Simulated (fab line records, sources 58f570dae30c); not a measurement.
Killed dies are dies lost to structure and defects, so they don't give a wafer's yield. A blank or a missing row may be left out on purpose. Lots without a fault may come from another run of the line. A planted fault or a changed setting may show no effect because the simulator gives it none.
One fault seen from 2 desks | flow berkeley_cmos170 | each desk has only its own numbers; what lay behind them comes last

THE METROLOGY DESK
What the gauges read, lot by lot, whatever tool the lot ran on: means of the sampled wafers that have a number. A lot is out of limits, marked OUT, if its mean lies more than 4 standard deviations from the usual mean; the brackets give that distance.
Columns: A = SPACER_TEOS_THK at UCB170_SPACER_THK_MEAS_01, usual 374 nm; B = NSD_TW at UCB170_NSD_TW_MEAS_10, usual 4152
lot  | first seen here | A              | B
L691 | day 6 07:45     | 377            | 4141
L693 | day 7 08:10     | 365            | 4154
L694 | day 7 08:44     | 374            | 4130
L697 | day 7 20:14     | 379            | 4150
L695 | day 7 20:32     | 378            | 4162
L698 | day 7 21:02     | 375            | 4123
L699 | day 8 02:51     | 376            | 4141
L701 | day 8 09:32     | 326 (-9.4) OUT | 4178
L702 | day 9 05:20     | 326 (-9.5) OUT | 4108
L704 | day 9 11:21     | 327 (-9.3) OUT | 4148
L705 | day 10 03:38    | 333 (-8.0) OUT | 4152
L708 | day 10 03:38    | 379            | 4185
L709 | day 10 10:40    | 379            | 4152
L711 | day 10 14:53    | 378            | 4174
L713 | day 11 10:49    | 376            | 4170
This desk's finding: out of limits on L701, L702, L704, L705; first on L701, day 8 09:32 (SPACER_TEOS_THK at UCB170_SPACER_THK_MEAS_01). In limits: L691, L693, L694, L697, L695, L698, L699, L708, L709, L711, L713.

THE TOOL OWNER'S DESK: pecvd-02
The tool's own readings at UCB170_SPACER_CVD_00 (deposits SiO2 from TEOS/O2, target thk 376 nm, time 47 s): means of the sampled wafers that have a number, for each lot that ran on this tool. A lot is out of limits, marked OUT, if its mean lies more than 4 standard deviations from the usual mean; the brackets give that distance.
Columns: A = heater_power_w at UCB170_SPACER_CVD_00, usual 267 W; B = pressure_mtorr at UCB170_SPACER_CVD_00, usual 9000 mTorr; C = rf_fwd_power_W at UCB170_SPACER_CVD_00, usual 544.8 W
lot  | first seen here | A   | B    | C
L693 | day 7 08:07     | 282 | 8998 | 546.2
L695 | day 7 20:29     | 274 | 9001 | 544.5
L699 | day 8 02:48     | 274 | 9006 | 545.1
L701 | day 8 09:30     | 322 | 8991 | 544.6
L702 | day 9 05:17     | 330 | 8998 | 544.3
L704 | day 9 11:18     | 323 | 9006 | 542.1
L705 | day 10 03:34    | 200 | 8997 | 544.6
This desk's finding: nothing out of limits on any of the 7 lots.

PUT TOGETHER
The metrology desk could have raised an alarm at day 8 09:32, on L701, L702, L704, L705.
The tool owner's desk saw nothing out of limits.
The tool owner's desk has L701, L702, L704, L705 on record, within its limits.
Of the lots named, all ran UCB170_SPACER_CVD_00 on pecvd-02.

WHAT THE SIMULATOR HAD PUT IN
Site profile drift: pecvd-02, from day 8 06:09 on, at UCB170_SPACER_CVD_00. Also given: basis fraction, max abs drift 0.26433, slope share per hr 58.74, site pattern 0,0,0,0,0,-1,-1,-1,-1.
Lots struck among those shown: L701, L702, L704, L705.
Hours from the fault's start to each desk's first reading out of limits: the metrology desk, 3.
